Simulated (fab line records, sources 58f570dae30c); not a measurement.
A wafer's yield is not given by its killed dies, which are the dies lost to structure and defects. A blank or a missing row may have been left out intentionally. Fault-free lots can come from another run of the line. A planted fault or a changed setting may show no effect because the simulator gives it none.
Which of the tools did it? || flow berkeleyCmos170 || 14 lots with 42 wafers sampled at 6 steps, on a route of 331 steps

WHAT EACH GAUGE READ, for each wafer
UCB170_START_BOW_MEAS_00. Usual: INCOMING_BOW typically reads 0 um, with standard deviation 6.1.
{"lot": "L182", "measured": "day 1 10:02", "on": "filmMetro-04", "INCOMING_BOW (um)": "5 -5 5", "flag": ""}
{"lot": "L184", "measured": "day 1 20:00", "on": "filmMetro-04", "INCOMING_BOW (um)": "-1 1 -4", "flag": ""}
{"lot": "L185", "measured": "day 2 01:00", "on": "filmMetro-01", "INCOMING_BOW (um)": "0 1 0", "flag": ""}
{"lot": "L186", "measured": "day 2 06:00", "on": "filmMetro-04", "INCOMING_BOW (um)": "12 -2 6", "flag": ""}
{"lot": "L193", "measured": "day 3 17:01", "on": "filmMetro-02", "INCOMING_BOW (um)": "-4 -11 14", "flag": ""}
{"lot": "L194", "measured": "day 3 22:02", "on": "filmMetro-04", "INCOMING_BOW (um)": "4 -8 2", "flag": ""}
{"lot": "L196", "measured": "day 4 08:04", "on": "filmMetro-04", "INCOMING_BOW (um)": "-4 2 -13", "flag": ""}
{"lot": "L199", "measured": "day 4 23:01", "on": "filmMetro-02", "INCOMING_BOW (um)": "-6 4 -2", "flag": ""}
{"lot": "L200", "measured": "day 5 04:01", "on": "filmMetro-01", "INCOMING_BOW (um)": "2 -7 -3", "flag": ""}
{"lot": "L201", "measured": "day 5 09:03", "on": "filmMetro-02", "INCOMING_BOW (um)": "-5 -4 -7", "flag": ""}
{"lot": "L202", "measured": "day 5 14:00", "on": "filmMetro-02", "INCOMING_BOW (um)": "3 0 -9", "flag": ""}
{"lot": "L203", "measured": "day 5 19:01", "on": "filmMetro-01", "INCOMING_BOW (um)": "-9 -6 2", "flag": ""}
{"lot": "L204", "measured": "day 6 00:00", "on": "filmMetro-02", "INCOMING_BOW (um)": "-6 2 -3", "flag": ""}
{"lot": "L205", "measured": "day 6 05:00", "on": "filmMetro-02", "INCOMING_BOW (um)": "1 4 3", "flag": ""}

UCB170_PWELL_THK_MEAS_06. Usual: PWELL_NITRIDE_THK typically reads 220.5 nm, with standard deviation 1.7.
{"lot": "L182", "measured": "day 3 06:50", "on": "filmMetro-04", "PWELL_NITRIDE_THK (nm)": "219.3 218.5 216.8", "flag": ""}
{"lot": "L184", "measured": "day 4 01:59", "on": "filmMetro-04", "PWELL_NITRIDE_THK (nm)": "222.2 220.1 221.2", "flag": ""}
{"lot": "L185", "measured": "day 4 01:59", "on": "filmMetro-03", "PWELL_NITRIDE_THK (nm)": "219.4 220.4 219.5", "flag": ""}
{"lot": "L186", "measured": "day 4 06:17", "on": "filmMetro-03", "PWELL_NITRIDE_THK (nm)": "219.6 219.9 220.0", "flag": ""}
{"lot": "L193", "measured": "day 5 11:41", "on": "filmMetro-03", "PWELL_NITRIDE_THK (nm)": "258.6 258.5 257.2", "flag": "OFF"}
{"lot": "L194", "measured": "day 5 11:42", "on": "filmMetro-04", "PWELL_NITRIDE_THK (nm)": "257.7 258.6 259.5", "flag": "OFF"}
{"lot": "L196", "measured": "day 5 22:01", "on": "filmMetro-02", "PWELL_NITRIDE_THK (nm)": "221.9 220.3 221.8", "flag": ""}
{"lot": "L199", "measured": "day 6 20:39", "on": "filmMetro-04", "PWELL_NITRIDE_THK (nm)": "221.0 221.2 220.4", "flag": ""}
{"lot": "L200", "measured": "day 6 20:39", "on": "filmMetro-03", "PWELL_NITRIDE_THK (nm)": "225.2 223.6 224.9", "flag": ""}
{"lot": "L201", "measured": "day 7 06:25", "on": "filmMetro-02", "PWELL_NITRIDE_THK (nm)": "222.4 221.6 224.0", "flag": ""}
{"lot": "L202", "measured": "day 7 19:05", "on": "filmMetro-03", "PWELL_NITRIDE_THK (nm)": "219.6 220.8 217.8", "flag": ""}
{"lot": "L203", "measured": "day 8 01:21", "on": "filmMetro-04", "PWELL_NITRIDE_THK (nm)": "220.3 221.8 219.3", "flag": ""}
{"lot": "L204", "measured": "day 8 01:20", "on": "filmMetro-03", "PWELL_NITRIDE_THK (nm)": "220.7 220.1 220.6", "flag": ""}
{"lot": "L205", "measured": "day 8 10:43", "on": "filmMetro-04", "PWELL_NITRIDE_THK (nm)": "220.7 220.6 221.0", "flag": ""}

UCB170_PWELL_TW_MEAS_17. Usual: PWELL_TW typically reads 383, with standard deviation 3.6.
{"lot": "L182", "measured": "day 3 10:10", "on": "filmMetro-02", "PWELL_TW": "377 379 380", "flag": ""}
{"lot": "L184", "measured": "day 4 07:28", "on": "filmMetro-02", "PWELL_TW": "379 380 379", "flag": ""}
{"lot": "L185", "measured": "day 4 07:16", "on": "filmMetro-04", "PWELL_TW": "385 384 384", "flag": ""}
{"lot": "L186", "measured": "day 4 08:31", "on": "filmMetro-04", "PWELL_TW": "384 384 384", "flag": ""}
{"lot": "L193", "measured": "day 5 14:38", "on": "filmMetro-03", "PWELL_TW": "388 387 386", "flag": ""}
{"lot": "L194", "measured": "day 5 14:34", "on": "filmMetro-04", "PWELL_TW": "387 386 388", "flag": ""}
{"lot": "L196", "measured": "day 5 23:26", "on": "filmMetro-02", "PWELL_TW": "376 379 380", "flag": ""}
{"lot": "L199", "measured": "day 6 22:37", "on": "filmMetro-02", "PWELL_TW": "377 379 376", "flag": ""}
{"lot": "L200", "measured": "day 6 22:43", "on": "filmMetro-04", "PWELL_TW": "386 385 387", "flag": ""}
{"lot": "L201", "measured": "day 7 08:17", "on": "filmMetro-03", "PWELL_TW": "387 386 386", "flag": ""}
{"lot": "L202", "measured": "day 7 20:32", "on": "filmMetro-02", "PWELL_TW": "378 381 379", "flag": ""}
{"lot": "L203", "measured": "day 8 03:29", "on": "filmMetro-03", "PWELL_TW": "385 387 385", "flag": ""}
{"lot": "L204", "measured": "day 8 03:54", "on": "filmMetro-03", "PWELL_TW": "386 386 386", "flag": ""}
{"lot": "L205", "measured": "day 8 13:19", "on": "filmMetro-04", "PWELL_TW": "386 384 384", "flag": ""}

UCB170_ACTIVE_THK_MEAS_06. Usual: ACTIVE_NITRIDE_THK typically reads 220.8 nm, with standard deviation 1.6.
{"lot": "L182", "measured": "day 4 12:29", "on": "filmMetro-04", "ACTIVE_NITRIDE_THK (nm)": "222.1 223.2 221.8", "flag": ""}
{"lot": "L184", "measured": "day 5 06:26", "on": "filmMetro-04", "ACTIVE_NITRIDE_THK (nm)": "220.9 221.1 219.7", "flag": ""}
{"lot": "L185", "measured": "day 5 06:26", "on": "filmMetro-02", "ACTIVE_NITRIDE_THK (nm)": "219.2 217.3 218.4", "flag": ""}
{"lot": "L186", "measured": "day 5 11:52", "on": "filmMetro-04", "ACTIVE_NITRIDE_THK (nm)": "222.0 222.0 222.8", "flag": ""}
{"lot": "L193", "measured": "day 7 02:35", "on": "filmMetro-02", "ACTIVE_NITRIDE_THK (nm)": "219.6 221.2 220.3", "flag": ""}
{"lot": "L194", "measured": "day 7 02:32", "on": "filmMetro-01", "ACTIVE_NITRIDE_THK (nm)": "220.2 220.8 220.8", "flag": ""}
{"lot": "L196", "measured": "day 7 12:05", "on": "filmMetro-01", "ACTIVE_NITRIDE_THK (nm)": "221.6 220.7 221.4", "flag": ""}
{"lot": "L199", "measured": "day 8 08:48", "on": "filmMetro-04", "ACTIVE_NITRIDE_THK (nm)": "221.7 222.6 222.4", "flag": ""}
{"lot": "L200", "measured": "day 8 08:48", "on": "filmMetro-02", "ACTIVE_NITRIDE_THK (nm)": "223.0 223.6 221.8", "flag": ""}
{"lot": "L201", "measured": "day 9 00:28", "on": "filmMetro-01", "ACTIVE_NITRIDE_THK (nm)": "221.9 220.3 221.7", "flag": ""}
{"lot": "L202", "measured": "day 9 07:25", "on": "filmMetro-01", "ACTIVE_NITRIDE_THK (nm)": "221.0 221.1 220.7", "flag": ""}
{"lot": "L203", "measured": "day 9 13:50", "on": "filmMetro-01", "ACTIVE_NITRIDE_THK (nm)": "219.2 219.6 219.4", "flag": ""}
{"lot": "L204", "measured": "day 9 13:50", "on": "filmMetro-02", "ACTIVE_NITRIDE_THK (nm)": "217.8 219.4 219.1", "flag": ""}
{"lot": "L205", "measured": "day 10 02:52", "on": "filmMetro-04", "ACTIVE_NITRIDE_THK (nm)": "219.2 219.7 221.9", "flag": ""}

WHAT TOOL EACH LOT RAN ON (gives the tool, then ch and the chambers of the sampled wafers, and finally the start)
{"lot": "L182", "UCB170_PWELL_CVD_05": "lpcvd-01 ch 0, day 3 04:54", "UCB170_PWELL_ETCH_14": "rieDiel-01 ch 0,2,3, day 3 09:48"}
{"lot": "L184", "UCB170_PWELL_CVD_05": "lpcvd-02 ch 1, day 3 23:07", "UCB170_PWELL_ETCH_14": "rieDiel-04 ch 0,1,3, day 4 07:07"}
{"lot": "L185", "UCB170_PWELL_CVD_05": "lpcvd-02 ch 1, day 3 23:07", "UCB170_PWELL_ETCH_14": "rieDiel-01 ch 0,2,3, day 4 06:55"}
{"lot": "L186", "UCB170_PWELL_CVD_05": "lpcvd-01 ch 0, day 4 04:23", "UCB170_PWELL_ETCH_14": "rieDiel-04 ch 0,1,3, day 4 08:10"}
{"lot": "L193", "UCB170_PWELL_CVD_05": "lpcvd-01 ch 0, day 5 09:44", "UCB170_PWELL_ETCH_14": "rieDiel-02 ch 0,2, day 5 14:14"}
{"lot": "L194", "UCB170_PWELL_CVD_05": "lpcvd-01 ch 0, day 5 09:44", "UCB170_PWELL_ETCH_14": "rieDiel-04 ch 2,3, day 5 14:12"}
{"lot": "L196", "UCB170_PWELL_CVD_05": "lpcvd-02 ch 0, day 5 20:04", "UCB170_PWELL_ETCH_14": "rieDiel-02 ch 0,1,2, day 5 23:03"}
{"lot": "L199", "UCB170_PWELL_CVD_05": "lpcvd-02 ch 0, day 6 18:43", "UCB170_PWELL_ETCH_14": "rieDiel-01 ch 0,2,3, day 6 22:16"}
{"lot": "L200", "UCB170_PWELL_CVD_05": "lpcvd-02 ch 0, day 6 18:43", "UCB170_PWELL_ETCH_14": "rieDiel-04 ch 0,2,3, day 6 22:22"}
{"lot": "L201", "UCB170_PWELL_CVD_05": "lpcvd-02 ch 0, day 7 04:28", "UCB170_PWELL_ETCH_14": "rieDiel-01 ch 1,2,3, day 7 07:55"}
{"lot": "L202", "UCB170_PWELL_CVD_05": "lpcvd-02 ch 0, day 7 17:10", "UCB170_PWELL_ETCH_14": "rieDiel-01 ch 1,2, day 7 20:02"}
{"lot": "L203", "UCB170_PWELL_CVD_05": "lpcvd-02 ch 1, day 7 23:25", "UCB170_PWELL_ETCH_14": "rieDiel-02 ch 0,1,2, day 8 03:08"}
{"lot": "L204", "UCB170_PWELL_CVD_05": "lpcvd-02 ch 0, day 7 23:25", "UCB170_PWELL_ETCH_14": "rieDiel-04 ch 2,3, day 8 03:24"}
{"lot": "L205", "UCB170_PWELL_CVD_05": "lpcvd-01 ch 1, day 8 08:47", "UCB170_PWELL_ETCH_14": "rieDiel-04 ch 1,2,3, day 8 12:58"}
- UCB170_PWELL_CVD_05: deposits Si3N4 from SiH2Cl2/NH3, target thk 220 nm, time 3300 s.
- UCB170_PWELL_ETCH_14: etches Si3N4 in CH3F/Ar/O2, stops on SiO2, target depth 242 nm, time 151 s.

WHAT THE TOOLS THEMSELVES READ (means of the sampled wafers that have a number; where no wafer has one, the mark that the record gives instead)
UCB170_PWELL_CVD_05. Usual: spikeTcCentreC 802.2 C, standard deviation 1.5; spikeTcLoadC 824.4 C, standard deviation 2.3; susceptorTempC 800.0 C, standard deviation 0.34.
{"lot": "L182", "tool": "lpcvd-01", "spikeTcCentreC (C)": 804.6, "spikeTcLoadC (C)": 824.7, "susceptorTempC (C)": 800.3, "flag": ""}
{"lot": "L184", "tool": "lpcvd-02", "spikeTcCentreC (C)": 803.3, "spikeTcLoadC (C)": 825.8, "susceptorTempC (C)": 799.7, "flag": ""}
{"lot": "L185", "tool": "lpcvd-02", "spikeTcCentreC (C)": 803.0, "spikeTcLoadC (C)": 825.5, "susceptorTempC (C)": 800.2, "flag": ""}
{"lot": "L186", "tool": "lpcvd-01", "spikeTcCentreC (C)": 804.3, "spikeTcLoadC (C)": 823.7, "susceptorTempC (C)": 800.1, "flag": ""}
{"lot": "L193", "tool": "lpcvd-01", "spikeTcCentreC (C)": 813.4, "spikeTcLoadC (C)": 833.4, "susceptorTempC (C)": 808.8, "flag": "OFF"}
{"lot": "L194", "tool": "lpcvd-01", "spikeTcCentreC (C)": 812.8, "spikeTcLoadC (C)": 833.6, "susceptorTempC (C)": 808.8, "flag": "OFF"}
{"lot": "L196", "tool": "lpcvd-02", "spikeTcCentreC (C)": 800.8, "spikeTcLoadC (C)": 826.1, "susceptorTempC (C)": 800.3, "flag": ""}
{"lot": "L199", "tool": "lpcvd-02", "spikeTcCentreC (C)": 800.9, "spikeTcLoadC (C)": 825.8, "susceptorTempC (C)": 800.2, "flag": ""}
{"lot": "L200", "tool": "lpcvd-02", "spikeTcCentreC (C)": 800.9, "spikeTcLoadC (C)": 825.4, "susceptorTempC (C)": 800.2, "flag": ""}
{"lot": "L201", "tool": "lpcvd-02", "spikeTcCentreC (C)": 800.4, "spikeTcLoadC (C)": 825.4, "susceptorTempC (C)": 800.0, "flag": ""}
{"lot": "L202", "tool": "lpcvd-02", "spikeTcCentreC (C)": 801.8, "spikeTcLoadC (C)": 825.6, "susceptorTempC (C)": 799.9, "flag": ""}
{"lot": "L203", "tool": "lpcvd-02", "spikeTcCentreC (C)": 802.6, "spikeTcLoadC (C)": 825.8, "susceptorTempC (C)": 799.8, "flag": ""}
{"lot": "L204", "tool": "lpcvd-02", "spikeTcCentreC (C)": 801.8, "spikeTcLoadC (C)": 825.6, "susceptorTempC (C)": 800.0, "flag": ""}
{"lot": "L205", "tool": "lpcvd-01", "spikeTcCentreC (C)": 801.1, "spikeTcLoadC (C)": 819.8, "susceptorTempC (C)": 800.1, "flag": ""}

UCB170_PWELL_ETCH_14. Usual: drypumpMotorCurrentA 5.8 A, standard deviation 0.51; oesProductAu 0.942 a.u., standard deviation 0.015; throttleValvePct 8.09 %, standard deviation 0.13.
{"lot": "L182", "tool": "rieDiel-01", "drypumpMotorCurrentA (A)": 5.7, "oesProductAu (a.u.)": 0.930, "throttleValvePct (%)": 7.99, "flag": ""}
{"lot": "L184", "tool": "rieDiel-04", "drypumpMotorCurrentA (A)": 5.7, "oesProductAu (a.u.)": 0.932, "throttleValvePct (%)": 8.09, "flag": ""}
{"lot": "L185", "tool": "rieDiel-01", "drypumpMotorCurrentA (A)": 5.7, "oesProductAu (a.u.)": 0.931, "throttleValvePct (%)": 7.99, "flag": ""}
{"lot": "L186", "tool": "rieDiel-04", "drypumpMotorCurrentA (A)": 5.6, "oesProductAu (a.u.)": 0.929, "throttleValvePct (%)": 8.10, "flag": ""}
{"lot": "L193", "tool": "rieDiel-02", "drypumpMotorCurrentA (A)": 5.6, "oesProductAu (a.u.)": 0.992, "throttleValvePct (%)": 8.04, "flag": "OFF"}
{"lot": "L194", "tool": "rieDiel-04", "drypumpMotorCurrentA (A)": 6.0, "oesProductAu (a.u.)": 1.000, "throttleValvePct (%)": 8.16, "flag": "OFF"}
{"lot": "L196", "tool": "rieDiel-02", "drypumpMotorCurrentA (A)": 5.7, "oesProductAu (a.u.)": 0.945, "throttleValvePct (%)": 8.12, "flag": ""}
{"lot": "L199", "tool": "rieDiel-01", "drypumpMotorCurrentA (A)": 5.8, "oesProductAu (a.u.)": 0.933, "throttleValvePct (%)": 7.98, "flag": ""}
{"lot": "L200", "tool": "rieDiel-04", "drypumpMotorCurrentA (A)": 5.8, "oesProductAu (a.u.)": 0.955, "throttleValvePct (%)": 8.07, "flag": ""}
{"lot": "L201", "tool": "rieDiel-01", "drypumpMotorCurrentA (A)": 6.0, "oesProductAu (a.u.)": 0.938, "throttleValvePct (%)": 7.93, "flag": ""}
{"lot": "L202", "tool": "rieDiel-01", "drypumpMotorCurrentA (A)": 6.1, "oesProductAu (a.u.)": 0.937, "throttleValvePct (%)": 7.94, "flag": ""}
{"lot": "L203", "tool": "rieDiel-02", "drypumpMotorCurrentA (A)": 5.7, "oesProductAu (a.u.)": 0.945, "throttleValvePct (%)": 8.13, "flag": ""}
{"lot": "L204", "tool": "rieDiel-04", "drypumpMotorCurrentA (A)": 6.2, "oesProductAu (a.u.)": 0.942, "throttleValvePct (%)": 8.16, "flag": ""}
{"lot": "L205", "tool": "rieDiel-04", "drypumpMotorCurrentA (A)": 5.8, "oesProductAu (a.u.)": 0.935, "throttleValvePct (%)": 8.18, "flag": ""}

THE ANSWER, worked out from the rows above alone
Rule: lot off if the mean of its wafers having a number is beyond 3 standard deviations from the usual mean. Also off: a lot with no number at a reading for which 4 or more lots have one. Any other lot the step has rows for is counted as sound. The gauges are gone through in route order, then the tools' own readings, and for those a lot's mean is taken as printed above. At the first step where some lot is off, the reading lying furthest off is the one used; lots without a number count as furthest.
Off: L193, L194, at UCB170_PWELL_THK_MEAS_06 (PWELL_NITRIDE_THK).
A tool fits if, at a process step before that reading, it ran every lot that is off, and no sound lot after the first of them. The gauges at UCB170_PWELL_THK_MEAS_06 aren't tried: what is off there is off at UCB170_PWELL_CVD_05 too, on other tools, and a gauge's error can't cause that. None of those tried fits.

WHAT HAD BEEN PUT IN BY THE SIMULATOR
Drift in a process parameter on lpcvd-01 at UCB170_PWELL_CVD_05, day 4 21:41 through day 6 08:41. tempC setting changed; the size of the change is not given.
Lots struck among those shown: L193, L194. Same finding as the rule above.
